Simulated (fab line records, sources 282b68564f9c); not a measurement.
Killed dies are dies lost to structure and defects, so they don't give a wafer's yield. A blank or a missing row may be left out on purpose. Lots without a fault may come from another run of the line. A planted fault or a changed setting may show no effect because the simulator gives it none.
Which tool did it? | flow rit_cmos | 7 lots, 21 wafers sampled, at 2 steps of a route of 202

WHAT THE GAUGES READ, wafer by wafer
RIT_PRETRO_TW_MEAS_10.
lot  | measured    | on            | PRETRO_TW
L548 | day 2 15:04 | film_metro-01 | 479 478 477
L550 | day 3 03:48 | film_metro-03 | 462 462 463
L553 | day 3 15:35 | film_metro-01 | 474 472 475
L555 | day 4 02:22 | film_metro-01 | 472 475 473
L559 | day 4 21:53 | film_metro-03 | 29 29 29
L561 | day 5 10:02 | film_metro-03 | 29 29 29
L569 | day 6 21:50 | film_metro-01 | 478 476 476

WHICH TOOL RAN EACH LOT (tool, then ch and the chambers of the sampled wafers, then the start)
lot  | RIT_NRETRO_STRIP_09
L548 | plasma_asher-04 ch 0,1, day 2 13:12
L550 | plasma_asher-04 ch 0, day 3 01:48
L553 | plasma_asher-02 ch 0,1, day 3 13:52
L555 | plasma_asher-02 ch 0,1, day 4 00:33
L559 | plasma_asher-04 ch 0,1, day 4 20:07
L561 | plasma_asher-04 ch 0,1, day 5 08:05
L569 | plasma_asher-01 ch 0,1, day 6 19:47
- RIT_NRETRO_STRIP_09: strips in O2, time 180 s.

THE ANSWER, worked out from the rows above alone
Rule: what is usual is taken from the lots themselves. Put in order of their means at a reading, lots are off if they are a third of the lots or fewer, leave a main group of 4 or more, and stand apart from it by a gap of 3 or more times the standard deviation of the main group's means; of several such gaps the widest counts. A main group whose means are all the same, to the digits that the tables above print for the reading, isn't used. A lot without any number at a reading at which 4 lots or more have one is off too. The other lots that the step has rows for count as sound.
Off: L559, L561, at RIT_PRETRO_TW_MEAS_10 (PRETRO_TW). The main group: mean 473, standard deviation 5.5.
A tool fits if, at a process step before that reading, it ran every lot that is off, and no sound lot after the first of them. The gauges at RIT_PRETRO_TW_MEAS_10 are tried like those tools. Can't be told from this: 2 tools fit, plasma_asher-04 at RIT_NRETRO_STRIP_09, film_metro-03 at RIT_PRETRO_TW_MEAS_10.

WHAT THE SIMULATOR HAD PUT IN
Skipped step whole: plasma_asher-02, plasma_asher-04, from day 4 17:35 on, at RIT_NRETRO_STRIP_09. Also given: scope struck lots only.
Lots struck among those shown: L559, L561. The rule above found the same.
